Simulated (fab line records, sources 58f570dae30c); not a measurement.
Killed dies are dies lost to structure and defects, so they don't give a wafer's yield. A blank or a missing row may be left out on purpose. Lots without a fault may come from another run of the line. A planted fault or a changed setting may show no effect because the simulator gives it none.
fab line records | flow berkeley_cmos170
record lots=5 wafers=15 last_day=12
route steps=331 shown FIELD@92 SACOX@97 SCREENOX@100 NVT@104 PVT@115 GATE@125
lots that met no fault: from a run of the same line without faults
start_h: hours from the record's first day to the start of the lot's first wafer shown | wait_h: hours since the lot's step before | " the same as in the row above | L1.1+2: a row that stands for several wafers | - no value, or no start given | * or withheld: withheld | < > ~ a bound
route shown NAME@n: a module of which the file shows steps, and the number in the route of the first | usual: mean/standard deviation of fault-free wafers | same: alike in all rows | chamber/n: place in a boat | sites: the reading at each site | _std_site: their standard deviation | _edge_site: outer sites' mean less inner sites' | radius_mm: how far each site lies from the wafer's centre | mask NAME#n: copy n | behind: the tool/chamber that last shaped the wafer | hold: why the lot was held/for how many hours/how that ended | device: the transistor (n, p or np) that didn't switch | end of line: the same wafers' tests at the end of the route | a step without rows: its recipe alone | killed: dies lost to structure and defects at the first sort, not the wafer's yield | map: a wafer's dies, x killed, . not, _ none there
set.NAME: the setting as run; set.NAME@STEP: as run at that earlier step | model.NAME: the simulator's own value behind a step, which no gauge read
lots at some steps of the route; a table a step, a row a wafer
services: from which hour (start_h, from the record's first day; less than 0 if before it) a tool's chamber was out of use, for how many hours, and why
## steps
# step UCB170_FIELD_ANNEAL_03
# recipe temp_c=1000 time_s=1200 ambient=N2
# usual tube_center_temp_C=1000/0.088
# columns lot.wafer tool chamber start_h wait_h tube_center_temp_C
L079.1 furnace-01 0 135.18 3.5 1000
L079.3 " 0 " " 999.99
L079.6 " 0 " " 1000
L080.1 furnace-02 0 145.47 4.0 999.98
L080.5 " 0 " " 999.91
L080.6 " 0 " " 1000.1
L086.1 furnace-04 0 164.71 0.6 1000.1
L086.4 " 0 " " 1000.1
L086.6 " 0 " " 999.88
L088.2 furnace-04 0 184.21 3.2 999.86
L088.4 " 0 " " 1000
L088.5 " 0 " " 1000
L092.1 furnace-02 0 211.00 2.8 999.9
L092.2 " 0 " " 1000.1
L092.6 " 0 " " 999.96
# step UCB170_FIELD_WET_ETCH_04
# recipe chemistry=dHF dilution=10:1 target=SiO2 temp_c=25 time_s=60
# columns lot.wafer tool chamber start_h wait_h
L079.1+3+6 wet_bench-04 2 136.52 0.0
L080.1+5+6 wet_bench-01 0 146.80 0.0
L086.1+4+6 wet_bench-04 1 166.09 0.0
L088.2+4+5 wet_bench-01 0 185.59 0.0
L092.1+2+6 wet_bench-01 1 212.38 0.0
# step UCB170_FIELD_WET_ETCH_05
# recipe chemistry=H3PO4 target=Si3N4 temp_c=160 time_s=12600
# columns lot.wafer tool chamber start_h wait_h
L079.1+3+6 wet_bench-04 1 136.54 0.0
L080.1+5+6 wet_bench-04 2 146.95 0.1
L086.1+4+6 wet_bench-04 0 166.12 0.0
L088.2+4+5 wet_bench-01 2 185.62 0.0
L092.1+2+6 wet_bench-01 1 212.40 0.0
# step UCB170_FIELD_WET_ETCH_06
# recipe chemistry=BOE dilution=5:1 target=SiO2 temp_c=25 time_s=22
# columns lot.wafer tool chamber start_h wait_h
L079.1+3+6 wet_bench-04 3 140.25 0.2
L080.1+5+6 wet_bench-03 0 150.46 0.0
L086.1+4+6 wet_bench-04 1 170.10 0.5
L088.2+4+5 wet_bench-04 2 189.12 0.0
L092.1+2+6 wet_bench-04 2 215.91 0.0
# step UCB170_FIELD_THK_MEAS_90
# recipe reads=SiO2_of_FIELD_OXIDATION_01
# usual FIELD_OXIDE_LEFT_1_THK=442/10
# columns lot.wafer tool chamber start_h wait_h FIELD_OXIDE_LEFT_1_THK[nm]
L079.1 film_metro-01 - 140.26 0.0 450
L079.3 " - " " 455
L079.6 " - " " 451
L080.1 film_metro-04 - 150.47 0.0 460
L080.5 " - " " 455
L080.6 " - " " 449
L086.1 film_metro-04 - 170.12 0.0 450
L086.4 " - " " 447
L086.6 " - " " 454
L088.2 film_metro-04 - 189.15 0.0 452
L088.4 " - " " 452
L088.5 " - " " 446
L092.1 film_metro-01 - 215.98 0.1 437
L092.2 " - " " 440
L092.6 " - " " 441
# step UCB170_SACOX_CLEAN_00
# recipe chemistry=dHF dilution=25:1 time_s=7.5
# columns lot.wafer tool chamber start_h wait_h
L079.1+3+6 wet_bench-04 1 140.32 0.1
L080.1+5+6 wet_bench-04 2 150.53 0.1
L086.1+4+6 wet_bench-04 2 170.49 0.4
L088.2+4+5 wet_bench-04 3 189.20 0.0
L092.1+2+6 wet_bench-04 2 216.10 0.1
# step UCB170_SACOX_OXIDATION_01
# recipe temp_c=900 ambient=O2 target_thk_a=144 ox_time_s=2400
# usual tube_center_temp_C=899.99/0.083
# columns lot.wafer tool chamber start_h wait_h tube_center_temp_C
L079.1 furnace-01 0 144.97 4.6 900.04
L079.3 " 0 " " 900.14
L079.6 " 0 " " 899.99
L080.1 furnace-02 0 159.02 8.5 899.9
L080.5 " 0 " " 899.97
L080.6 " 0 " " 899.85
L086.1 furnace-02 0 171.91 1.4 899.86
L086.4 " 0 " " 899.96
L086.6 " 0 " " 899.96
L088.2 furnace-04 0 192.23 3.0 899.96
L088.4 " 0 " " 899.86
L088.5 " 0 " " 899.94
L092.1 furnace-01 0 220.11 4.0 900.05
L092.2 " 0 " " 899.88
L092.6 " 0 " " 900.06
# step UCB170_SACOX_THK_MEAS_02
# recipe reads=SiO2_of_SACOX_OXIDATION_01
# usual SACOX_OXIDE_THK=14.27/0.24
# columns lot.wafer tool chamber start_h wait_h SACOX_OXIDE_THK[nm]
L079.1 film_metro-02 - 146.64 0.0 14.22
L079.3 " - " " 14.44
L079.6 " - " " 14.05
L080.1 film_metro-03 - 160.69 0.0 14.21
L080.5 " - " " 14.22
L080.6 " - " " 14.05
L086.1 film_metro-03 - 173.58 0.0 14.23
L086.4 " - " " 14.39
L086.6 " - " " 14.61
L088.2 film_metro-03 - 193.90 0.0 14.49
L088.4 " - " " 14.35
L088.5 " - " " 14.28
L092.1 film_metro-01 - 221.83 0.1 14.61
L092.2 " - " " 14.42
L092.6 " - " " 14.45
# step UCB170_SCREENOX_WET_ETCH_00
# recipe chemistry=dHF dilution=25:1 target=SiO2 temp_c=25 time_s=200
# columns lot.wafer tool chamber start_h wait_h
L079.1+3+6 wet_bench-02 3 146.70 0.1
L080.1+5+6 wet_bench-04 0 163.64 2.9
L086.1+4+6 wet_bench-03 1 173.64 0.1
L088.2+4+5 wet_bench-04 3 193.95 0.0
L092.1+2+6 wet_bench-04 3 221.91 0.1
# step UCB170_SCREENOX_OXIDATION_01
# recipe temp_c=900 ambient=O2 target_thk_a=144 ox_time_s=2400
# usual tube_center_temp_C=899.99/0.088
# columns lot.wafer tool chamber start_h wait_h tube_center_temp_C
L079.1 furnace-04 0 156.11 9.4 899.88
L079.3 " 0 " " 899.96
L079.6 " 0 " " 900.01
L080.1 furnace-01 0 164.13 0.4 899.89
L080.5 " 0 " " 900.08
L080.6 " 0 " " 899.9
L086.1 furnace-04 0 179.79 6.1 900.05
L086.4 " 0 " " 899.99
L086.6 " 0 " " 899.92
L088.2 furnace-02 0 196.15 2.1 899.92
L088.4 " 0 " " 899.78
L088.5 " 0 " " 899.92
L092.1 furnace-01 0 223.27 1.3 900.18
L092.2 " 0 " " 900.05
L092.6 " 0 " " 900.01
# step UCB170_SCREENOX_THK_MEAS_02
# recipe reads=SiO2_of_SCREENOX_OXIDATION_01
# usual SCREENOX_OXIDE_THK=14.29/0.26
# columns lot.wafer tool chamber start_h wait_h SCREENOX_OXIDE_THK[nm]
L079.1 film_metro-03 - 157.78 0.0 14.35
L079.3 " - " " 14.38
L079.6 " - " " 14.21
L080.1 film_metro-03 - 165.80 0.0 14.26
L080.5 " - " " 14.00
L080.6 " - " " 14.26
L086.1 film_metro-04 - 181.46 0.0 14.67
L086.4 " - " " 14.53
L086.6 " - " " 14.50
L088.2 film_metro-04 - 197.83 0.0 14.18
L088.4 " - " " 13.95
L088.5 " - " " 14.03
L092.1 film_metro-02 - 224.94 0.0 14.08
L092.2 " - " " 14.12
L092.6 " - " " 14.30
# step UCB170_SCREENOX_ANNEAL_03
# recipe temp_c=900 time_s=900 ambient=N2
# usual tube_center_temp_C=900/0.082
# columns lot.wafer tool chamber start_h wait_h tube_center_temp_C
L079.1 furnace-04 0 162.13 4.3 900.07
L079.3 " 0 " " 900.06
L079.6 " 0 " " 899.96
L080.1 furnace-04 0 166.04 0.2 900.04
L080.5 " 0 " " 899.92
L080.6 " 0 " " 899.91
L086.1 furnace-04 0 185.54 4.1 899.97
L086.4 " 0 " " 900.02
L086.6 " 0 " " 899.97
L088.2 furnace-02 0 199.15 1.3 899.96
L088.4 " 0 " " 900.02
L088.5 " 0 " " 899.93
L092.1 furnace-01 0 227.62 2.7 900.2
L092.2 " 0 " " 899.94
L092.6 " 0 " " 900
# step UCB170_NVT_HMDS_00
# recipe prime_time_s=60 prime_temp_c=100
# columns lot.wafer tool chamber start_h wait_h
L079.1+3+6 litho_track-01 0 163.38 0.0
L080.1+5+6 litho_track-03 0 167.75 0.5
L086.1+4+6 litho_track-03 0 187.18 0.4
L088.2+4+5 litho_track-03 0 200.60 0.2
L092.1+2+6 litho_track-03 0 228.87 0.0
# step UCB170_NVT_COAT_01
# recipe resist=KrF spin_rpm=1500 resist_thk_nm=900
# columns lot.wafer tool chamber start_h wait_h
L079.1+3+6 litho_track-01 0 163.53 0.1
L080.1+5+6 litho_track-03 0 167.90 0.1
L086.1+4+6 litho_track-03 0 187.33 0.1
L088.2+4+5 litho_track-03 0 200.75 0.1
L092.1+2+6 litho_track-03 0 229.02 0.1
# step UCB170_NVT_SOFTBAKE_02
# recipe resist=KrF temp_c=130 time_s=60
# columns lot.wafer tool chamber start_h wait_h
L079.1+3+6 litho_track-01 0 163.68 0.1
L080.1+5+6 litho_track-03 0 168.05 0.1
L086.1+4+6 litho_track-03 0 187.48 0.1
L088.2+4+5 litho_track-03 0 200.90 0.1
L092.1+2+6 litho_track-03 0 229.17 0.1
# step UCB170_NVT_EXPOSE_03
# recipe mask_id=PWELL target_cd_nm=3000 na=0.5 sigma_outer=0.6 source_shape=conventional dose_mj=30
# columns lot.wafer tool chamber start_h wait_h mask
L079.1+3+6 krf_scanner-02 0 163.83 0.1 PWELL#0
L080.1+5+6 krf_scanner-01 0 168.35 0.3 PWELL#0
L086.1+4+6 krf_scanner-02 0 187.83 0.3 PWELL#0
L088.2+4+5 krf_scanner-02 0 201.04 0.1 PWELL#0
L092.1+2+6 krf_scanner-02 0 - - PWELL#0
# step UCB170_NVT_PEB_04
# recipe peb_temp_c=130 peb_time_s=withheld resist=KrF
# columns lot.wafer tool chamber start_h wait_h
L079.1+3+6 litho_track-01 0 163.94 0.1
L080.1+5+6 litho_track-04 0 168.65 0.3
L086.1+4+6 litho_track-04 0 187.98 0.1
L088.2+4+5 litho_track-04 0 202.05 1.0
L092.1+2+6 litho_track-03 0 - -
# step UCB170_NVT_DEVELOP_05
# recipe developer=TMAH develop_time_s=45 resist=KrF dev_temp_c=21
# columns lot.wafer tool chamber start_h wait_h
L079.1+3+6 litho_track-01 0 - -
L080.1+5+6 litho_track-04 0 - -
L086.1+4+6 litho_track-04 0 - -
L088.2+4+5 litho_track-04 0 - -
L092.1+2+6 litho_track-03 0 - -
# step UCB170_NVT_OVL_MEAS_06
# usual NVT_OVL=-4/5.5
# columns lot.wafer tool chamber start_h wait_h NVT_OVL[nm]
L079.1 overlay-01 - 164.22 - -4
L079.3 " - " " 0
L079.6 " - " " -5
L080.1 overlay-02 - 168.92 - -5
L080.5 " - " " 1
L080.6 " - " " -3
L086.1 overlay-02 - 188.26 - -1
L086.4 " - " " -3
L086.6 " - " " -8
L088.2 overlay-01 - 202.31 - 1
L088.4 " - " " 0
L088.5 " - " " 0
L092.1 overlay-02 - 230.95 - -7
L092.2 " - " " 2
L092.6 " - " " 3
# step UCB170_NVT_IMPLANT_07
# recipe species=BF2 dose_cm2=3e+12 energy_kev=50 tilt_deg=7
# same implant_ion_amu=49
# columns lot.wafer tool chamber start_h wait_h
L079.1+3+6 implanter-02 0 164.26 0.0
L080.1+5+6 implanter-04 0 168.96 0.0
L086.1+4+6 implanter-03 0 188.29 0.0
L088.2+4+5 implanter-03 0 202.37 0.0
L092.1+2+6 implanter-04 0 230.98 0.0
# step UCB170_NVT_STRIP_08
# recipe chemistry=O2 power_w=400 pressure_mtorr=3500 platen_temp_c=withheld o2_flow_sccm=400 overash_fraction=0.5
# usual drypump_motor_current_A=5.58/0.22 o2_flow_sccm=399.9/1.1 oes_product_au=0.734/0.0044 strip_time_to_endpoint_s=21.63/0.053
# columns lot.wafer tool chamber start_h wait_h drypump_motor_current_A o2_flow_sccm oes_product_au rf_hours_counter_h strip_time_to_endpoint_s
L079.1 plasma_asher-04 0 164.41 0.1 5.79 399.4 0.729 37 21.73
L079.3 " 1 " " 5.72 401.6 0.739 - 21.60
L079.6 " 0 " " 5.82 399.2 0.733 - 21.58
L080.1 plasma_asher-02 1 169.11 0.1 5.64 399.9 0.734 5 21.67
L080.5 " 0 " " 5.13 399.5 0.737 - 21.61
L080.6 " 1 " " 5.60 399.2 0.736 - 21.69
L086.1 plasma_asher-03 1 188.44 0.1 5.65 398.4 0.731 44 21.59
L086.4 " 0 " " 5.53 397.9 0.736 - 21.62
L086.6 " 0 " " 5.53 398.7 0.732 - 21.59
L088.2 plasma_asher-04 1 202.49 0.1 5.65 400.2 0.738 41 21.60
L088.4 " 1 " " 5.71 401.5 0.727 - 21.65
L088.5 " 1 " " 5.70 399.5 0.736 - 21.57
L092.1 plasma_asher-02 1 231.13 0.1 5.65 398.8 0.738 13 21.60
L092.2 " 0 " " 5.12 398.6 0.741 13 21.53
L092.6 " 0 " " 5.12 399.2 0.732 - 21.63
# step UCB170_NVT_TW_MEAS_09
# usual NVT_TW=518.6/2.5
# columns lot.wafer tool chamber start_h wait_h NVT_TW
L079.1 film_metro-02 - 164.51 0.1 518.2
L079.3 " - " " 517.6
L079.6 " - " " 515.0
L080.1 film_metro-01 - 169.21 0.1 522.9
L080.5 " - " " 521.4
L080.6 " - " " 521.1
L086.1 film_metro-04 - 188.54 0.1 518.4
L086.4 " - " " 519.1
L086.6 " - " " 518.9
L088.2 film_metro-01 - 202.60 0.1 523.0
L088.4 " - " " 521.7
L088.5 " - " " 521.0
L092.1 film_metro-02 - 231.23 0.1 514.8
L092.2 " - " " 515.8
L092.6 " - " " 516.9
# step UCB170_NVT_CLEAN_10
# recipe chemistry=SPM temp_c=120 time_s=600
# columns lot.wafer tool chamber start_h wait_h
L079.1+3+6 wet_bench-02 0 166.85 2.3
L080.1+5+6 wet_bench-02 3 171.70 2.5
L086.1+4+6 wet_bench-01 1 189.51 1.0
L088.2+4+5 wet_bench-01 1 202.65 0.0
L092.1+2+6 wet_bench-02 1 231.29 0.1
# step UCB170_PVT_HMDS_00
# recipe prime_time_s=60 prime_temp_c=100
# columns lot.wafer tool chamber start_h wait_h
L079.1+3+6 litho_track-02 0 167.17 0.1
L080.1+5+6 litho_track-04 0 171.99 0.1
L086.1+4+6 litho_track-03 0 189.70 0.0
L088.2+4+5 litho_track-04 0 203.05 0.2
L092.1+2+6 litho_track-03 0 232.60 1.1
# step UCB170_PVT_COAT_01
# recipe resist=KrF spin_rpm=1500 resist_thk_nm=900
# columns lot.wafer tool chamber start_h wait_h
L079.1+3+6 litho_track-02 0 167.32 0.1
L080.1+5+6 litho_track-04 0 172.14 0.1
L086.1+4+6 litho_track-03 0 189.85 0.1
L088.2+4+5 litho_track-04 0 203.20 0.1
L092.1+2+6 litho_track-03 0 232.75 0.1
# step UCB170_PVT_SOFTBAKE_02
# recipe resist=KrF temp_c=130 time_s=60
# columns lot.wafer tool chamber start_h wait_h
L079.1+3+6 litho_track-02 0 167.47 0.1
L080.1+5+6 litho_track-04 0 172.29 0.1
L086.1+4+6 litho_track-03 0 190.00 0.1
L088.2+4+5 litho_track-04 0 203.35 0.1
L092.1+2+6 litho_track-03 0 232.90 0.1
# step UCB170_PVT_EXPOSE_03
# recipe mask_id=NWELL target_cd_nm=3000 na=0.5 sigma_outer=0.6 source_shape=conventional dose_mj=30
# columns lot.wafer tool chamber start_h wait_h mask
L079.1+3+6 krf_scanner-01 0 167.96 0.5 NWELL#0
L080.1+5+6 krf_scanner-02 0 172.44 0.1 NWELL#0
L086.1+4+6 krf_scanner-01 0 190.46 0.4 NWELL#0
L088.2+4+5 krf_scanner-02 0 203.84 0.5 NWELL#0
L092.1+2+6 krf_scanner-02 0 233.35 0.4 NWELL#0
# step UCB170_PVT_PEB_04
# recipe peb_temp_c=130 peb_time_s=withheld resist=KrF
# columns lot.wafer tool chamber start_h wait_h
L079.1+3+6 litho_track-04 0 168.37 0.4
L080.1+5+6 litho_track-04 0 172.89 0.4
L086.1+4+6 litho_track-03 0 190.99 0.5
L088.2+4+5 litho_track-02 0 204.21 0.3
L092.1+2+6 litho_track-02 0 234.11 0.7
# step UCB170_PVT_DEVELOP_05
# recipe developer=TMAH develop_time_s=45 resist=KrF dev_temp_c=21
# columns lot.wafer tool chamber start_h wait_h
L079.1+3+6 litho_track-04 0 - -
L080.1+5+6 litho_track-04 0 - -
L086.1+4+6 litho_track-03 0 - -
L088.2+4+5 litho_track-02 0 - -
L092.1+2+6 litho_track-02 0 - -
# step UCB170_PVT_OVL_MEAS_06
# usual PVT_OVL=0/5
# columns lot.wafer tool chamber start_h wait_h PVT_OVL[nm]
L079.1 overlay-01 - 168.65 - 2
L079.3 " - " " 5
L079.6 " - " " 1
L080.1 overlay-02 - 173.16 - -3
L080.5 " - " " -1
L080.6 " - " " 4
L086.1 overlay-01 - 191.26 - 6
L086.4 " - " " -5
L086.6 " - " " -1
L088.2 overlay-02 - 204.46 - 7
L088.4 " - " " 7
L088.5 " - " " 10
L092.1 overlay-01 - 234.38 - -2
L092.2 " - " " 0
L092.6 " - " " 4
# step UCB170_PVT_IMPLANT_07
# recipe species=P dose_cm2=2e+12 energy_kev=30 tilt_deg=7
# same implant_ion_amu=31
# columns lot.wafer tool chamber start_h wait_h
L079.1+3+6 implanter-02 0 168.76 0.1
L080.1+5+6 implanter-01 0 173.20 0.0
L086.1+4+6 implanter-02 0 191.30 0.0
L088.2+4+5 implanter-01 0 204.52 0.0
L092.1+2+6 implanter-02 0 234.42 0.0
# step UCB170_PVT_STRIP_08
# recipe chemistry=O2 power_w=400 pressure_mtorr=3500 platen_temp_c=withheld o2_flow_sccm=400 overash_fraction=0.5
# usual drypump_motor_current_A=5.63/0.2 o2_flow_sccm=399.8/1.2 oes_product_au=0.735/0.0042 strip_time_to_endpoint_s=21.62/0.069
# columns lot.wafer tool chamber start_h wait_h drypump_motor_current_A o2_flow_sccm oes_product_au rf_hours_counter_h strip_time_to_endpoint_s
L079.1 plasma_asher-02 0 168.91 0.1 5.12 398.8 0.738 5 21.56
L079.3 " 0 " " 5.12 401.0 0.737 - 21.62
L079.6 " 0 " " 5.12 401.9 0.735 - 21.58
L080.1 plasma_asher-04 0 173.35 0.1 5.80 396.8 0.735 38 21.42
L080.5 " 0 " " 5.82 399.0 0.741 - 21.46
L080.6 " 1 " " 5.71 401.4 0.736 - 21.51
L086.1 plasma_asher-01 0 191.45 0.1 5.72 398.2 0.732 47 21.71
L086.4 " 1 " " 5.67 400.6 0.739 - 21.62
L086.6 " 0 " " 5.70 399.4 0.733 - 21.65
L088.2 plasma_asher-04 1 204.64 0.1 5.69 400.7 0.726 41 21.70
L088.4 " 0 " " 5.79 399.0 0.731 - 21.64
L088.5 " 1 " " 5.70 398.8 0.738 - 21.71
L092.1 plasma_asher-04 1 234.57 0.1 5.71 400.2 0.737 46 21.70
L092.2 " 0 " " 5.81 398.9 0.733 46 21.68
L092.6 " 0 " " 5.79 397.9 0.737 - 21.67
# step UCB170_PVT_TW_MEAS_09
# usual PVT_TW=503.2/2.1
# columns lot.wafer tool chamber start_h wait_h PVT_TW
L079.1 film_metro-03 - 169.01 0.1 501.3
L079.3 " - " " 504.1
L079.6 " - " " 502.3
L080.1 film_metro-03 - 173.45 0.1 502.6
L080.5 " - " " 501.0
L080.6 " - " " 503.1
L086.1 film_metro-01 - 191.55 0.1 503.8
L086.4 " - " " 504.7
L086.6 " - " " 501.8
L088.2 film_metro-03 - 204.75 0.1 504.2
L088.4 " - " " 503.6
L088.5 " - " " 505.7
L092.1 film_metro-01 - 234.67 0.1 505.3
L092.2 " - " " 503.0
L092.6 " - " " 506.4
# step UCB170_GATE_WET_ETCH_00
# recipe chemistry=dHF dilution=25:1 target=SiO2 temp_c=25 time_s=200
# columns lot.wafer tool chamber start_h wait_h
L079.1+3+6 wet_bench-04 2 169.97 1.0
L080.1+5+6 wet_bench-04 2 173.51 0.1
L086.1+4+6 wet_bench-04 1 191.61 0.1
L088.2+4+5 wet_bench-04 0 204.81 0.0
L092.1+2+6 wet_bench-04 1 234.73 0.1
# step UCB170_FIELD_THK_MEAS_91
# recipe reads=SiO2_of_FIELD_OXIDATION_01
# usual FIELD_OXIDE_LEFT_2_THK=354/11
# columns lot.wafer tool chamber start_h wait_h FIELD_OXIDE_LEFT_2_THK[nm]
L079.1 film_metro-01 - 170.04 0.0 362
L079.3 " - " " 367
L079.6 " - " " 364
L080.1 film_metro-04 - 173.57 0.0 372
L080.5 " - " " 365
L080.6 " - " " 361
L086.1 film_metro-03 - 191.67 0.0 362
L086.4 " - " " 359
L086.6 " - " " 366
L088.2 film_metro-03 - 204.88 0.0 363
L088.4 " - " " 363
L088.5 " - " " 357
L092.1 film_metro-03 - 234.79 0.0 350
L092.2 " - " " 352
L092.6 " - " " 353
# step UCB170_GATE_OXIDATION_01
# recipe temp_c=850 ambient=O2 target_thk_a=66 ox_time_s=1800
# usual tube_center_temp_C=850/0.082
# columns lot.wafer tool chamber start_h wait_h tube_center_temp_C
L079.1 furnace-01 0 170.12 0.1 849.9
L079.3 " 0 " " 850.01
L079.6 " 0 " " 850.01
L080.1 furnace-04 0 178.29 4.7 850.09
L080.5 " 0 " " 850.02
L080.6 " 0 " " 849.97
L086.1 furnace-02 0 194.65 3.0 849.93
L086.4 " 0 " " 849.91
L086.6 " 0 " " 849.95
L088.2 furnace-01 0 208.17 3.3 850.04
L088.4 " 0 " " 850.05
L088.5 " 0 " " 849.99
L092.1 furnace-01 0 238.48 3.7 849.92
L092.2 " 0 " " 850.03
L092.6 " 0 " " 850.11
# step UCB170_GATE_THK_MEAS_02
# recipe reads=SiO2_of_GATE_OXIDATION_01
# usual GATE_OXIDE_THK=6.55/0.16
# columns lot.wafer tool chamber start_h wait_h GATE_OXIDE_THK[nm]
L079.1 film_metro-01 - 171.62 0.0 6.50
L079.3 " - " " 6.35
L079.6 " - " " 6.44
L080.1 film_metro-01 - 179.79 0.0 6.62
L080.5 " - " " 6.80
L080.6 " - " " 6.74
L086.1 film_metro-03 - 196.15 0.0 6.56
L086.4 " - " " 6.50
L086.6 " - " " 6.54
L088.2 film_metro-03 - 209.68 0.0 6.61
L088.4 " - " " 6.54
L088.5 " - " " 6.52
L092.1 film_metro-02 - 239.98 0.0 6.44
L092.2 " - " " 6.54
L092.6 " - " " 6.61
# step UCB170_GATE_ANNEAL_03
# recipe temp_c=900 time_s=1800 ambient=N2
# usual tube_center_temp_C=899.99/0.078
# columns lot.wafer tool chamber start_h wait_h tube_center_temp_C
L079.1 furnace-04 0 174.21 2.6 899.83
L079.3 " 0 " " 900.03
L079.6 " 0 " " 899.99
L080.1 furnace-04 0 182.71 2.9 900.13
L080.5 " 0 " " 899.83
L080.6 " 0 " " 900.05
L086.1 furnace-01 0 198.16 2.0 900.01
L086.4 " 0 " " 899.92
L086.6 " 0 " " 900.04
L088.2 furnace-01 0 213.77 4.1 900.07
L088.4 " 0 " " 900.04
L088.5 " 0 " " 899.95
L092.1 furnace-01 0 244.33 4.3 899.9
L092.2 " 0 " " 900.04
L092.6 " 0 " " 899.91
# step UCB170_GATE_CVD_04
# recipe material=poly-Si temp_c=610 precursor=SiH4 time_s=1440 pressure_mtorr=375 target_thk_nm=214 sih4_flow_sccm=120
# columns lot.wafer tool chamber start_h wait_h
L079.1+3+6 lpcvd-02 1 175.71 0.0
L080.1+5+6 lpcvd-02 1 184.64 0.4
L086.1+4+6 lpcvd-02 0 199.66 0.0
L088.2+4+5 lpcvd-01 1 216.38 1.1
L092.1+2+6 lpcvd-02 0 245.83 0.0
# step UCB170_GATE_THK_MEAS_05
# recipe reads=poly-Si_of_GATE_CVD_04
# usual GATE_POLY_THK=215.5/2
# columns lot.wafer tool chamber start_h wait_h GATE_POLY_THK[nm]
L079.1 film_metro-03 - 177.17 0.1 212.5
L079.3 " - " " 213.2
L079.6 " - " " 212.8
L080.1 film_metro-01 - 186.04 0.0 212.5
L080.5 " - " " 212.7
L080.6 " - " " 213.8
L086.1 film_metro-03 - 201.25 0.2 214.0
L086.4 " - " " 213.0
L086.6 " - " " 212.9
L088.2 film_metro-02 - 217.84 0.1 217.5
L088.4 " - " " 214.9
L088.5 " - " " 217.4
L092.1 film_metro-02 - 247.23 0.0 214.0
L092.2 " - " " 213.0
L092.6 " - " " 213.3
# step UCB170_GATE_COAT_06
# recipe resist=BARC temp_c=withheld time_s=withheld spin_rpm=3000 resist_thk_nm=withheld
# columns lot.wafer tool chamber start_h wait_h
L079.1+3+6 litho_track-02 0 177.62 0.4
L080.1+5+6 litho_track-02 0 186.49 0.4
L086.1+4+6 litho_track-02 0 202.28 1.0
L088.2+4+5 litho_track-01 0 218.76 0.9
L092.1+2+6 litho_track-02 0 247.42 0.2
# step UCB170_GATE_COAT_07
# recipe resist=KrF spin_rpm=1500 resist_thk_nm=900
# columns lot.wafer tool chamber start_h wait_h
L079.1+3+6 litho_track-02 0 - -
L080.1+5+6 litho_track-02 0 - -
L086.1+4+6 litho_track-02 0 - -
L088.2+4+5 litho_track-01 0 - -
L092.1+2+6 litho_track-02 0 - -
# step UCB170_GATE_SOFTBAKE_08
# recipe resist=KrF temp_c=130 time_s=60
# columns lot.wafer tool chamber start_h wait_h
L079.1+3+6 litho_track-02 0 - -
L080.1+5+6 litho_track-02 0 - -
L086.1+4+6 litho_track-02 0 - -
L088.2+4+5 litho_track-01 0 - -
L092.1+2+6 litho_track-02 0 - -
# step UCB170_GATE_EXPOSE_09
# recipe mask_id=POLY target_cd_nm=350 na=0.5 sigma_outer=0.6 source_shape=conventional dose_mj=21
# columns lot.wafer tool chamber start_h wait_h mask
L079.1+3+6 krf_scanner-01 0 178.35 - POLY#0
L080.1+5+6 krf_scanner-02 0 187.27 - POLY#0
L086.1+4+6 krf_scanner-01 0 202.86 - POLY#0
L088.2+4+5 krf_scanner-01 0 219.33 - POLY#0
L092.1+2+6 krf_scanner-01 0 248.23 - POLY#0
# step UCB170_GATE_PEB_10
# recipe peb_temp_c=130 peb_time_s=withheld resist=KrF
# columns lot.wafer tool chamber start_h wait_h
L079.1+3+6 litho_track-02 0 178.62 0.3
L080.1+5+6 litho_track-02 0 187.39 0.1
L086.1+4+6 litho_track-01 0 203.18 0.3
L088.2+4+5 litho_track-01 0 220.04 0.7
L092.1+2+6 litho_track-02 0 248.99 0.7
# step UCB170_GATE_DEVELOP_11
# recipe developer=TMAH develop_time_s=45 resist=KrF dev_temp_c=21
# columns lot.wafer tool chamber start_h wait_h
L079.1+3+6 litho_track-02 0 - -
L080.1+5+6 litho_track-02 0 - -
L086.1+4+6 litho_track-01 0 - -
L088.2+4+5 litho_track-01 0 - -
L092.1+2+6 litho_track-02 0 - -
# step UCB170_GATE_CD_MEAS_12
# recipe target_cd_nm=350
# usual cd_nm=350.2/1.6
# columns lot.wafer tool chamber start_h wait_h cd_nm
L079.1 cd_sem-02 - 178.95 - 351.8
L079.3 " - " " 350.9
L079.6 " - " " 350.5
L080.1 cd_sem-01 - 187.66 - 348.8
L080.5 " - " " 351.2
L080.6 " - " " 349.8
L086.1 cd_sem-02 - 203.46 - 351.2
L086.4 " - " " 349.8
L086.6 " - " " 350.8
L088.2 cd_sem-01 - 220.32 - 348.0
L088.4 " - " " 347.3
L088.5 " - " " 348.4
L092.1 cd_sem-01 - 249.26 - 351.3
L092.2 " - " " 349.5
L092.6 " - " " 349.4
# step UCB170_GATE_OVL_MEAS_13
# usual GATE_OVL=3/5.3
# columns lot.wafer tool chamber start_h wait_h GATE_OVL[nm]
L079.1 overlay-01 - 179.07 0.1 -12
L079.3 " - " " -7
L079.6 " - " " -5
L080.1 overlay-02 - 187.78 0.1 3
L080.5 " - " " 6
L080.6 " - " " 9
L086.1 overlay-01 - 203.58 0.1 2
L086.4 " - " " 3
L086.6 " - " " 10
L088.2 overlay-01 - 220.42 0.1 2
L088.4 " - " " 1
L088.5 " - " " -7
L092.1 overlay-01 - 249.38 0.1 -7
L092.2 " - " " 3
L092.6 " - " " 4
## services
# columns tool chamber start_h hours kind
implanter-02 - 112.70 3.3 pm
krf_scanner-02 - 114.41 0.6 repair
plasma_asher-02 0 117.75 - clean
plasma_asher-02 1 117.75 - clean
furnace-04 - 117.98 3.7 pm
plasma_asher-04 - 118.35 1.9 repair
krf_scanner-02 - 119.31 1.0 pm
krf_scanner-02 - 135.43 1.3 pm
furnace-04 - 137.70 3.4 pm
lpcvd-01 - 138.05 2.8 pm
plasma_asher-02 - 150.08 3.2 repair
implanter-03 - 150.79 27.0 pm
krf_scanner-02 - 151.62 3.0 pm
krf_scanner-01 - 160.21 0.8 pm
wet_bench-02 - 172.76 38.8 pm
implanter-02 - 178.78 2.4 repair
plasma_asher-04 - 185.32 4.0 repair
krf_scanner-02 - 188.21 0.8 pm
krf_scanner-01 - 191.59 1.3 pm
implanter-02 - 206.49 4.5 pm
plasma_asher-01 - 207.43 12.8 repair
krf_scanner-02 0 212.64 - calibration
wet_bench-03 - 212.75 19.0 repair
krf_scanner-01 0 245.90 - calibration
## key
fault none
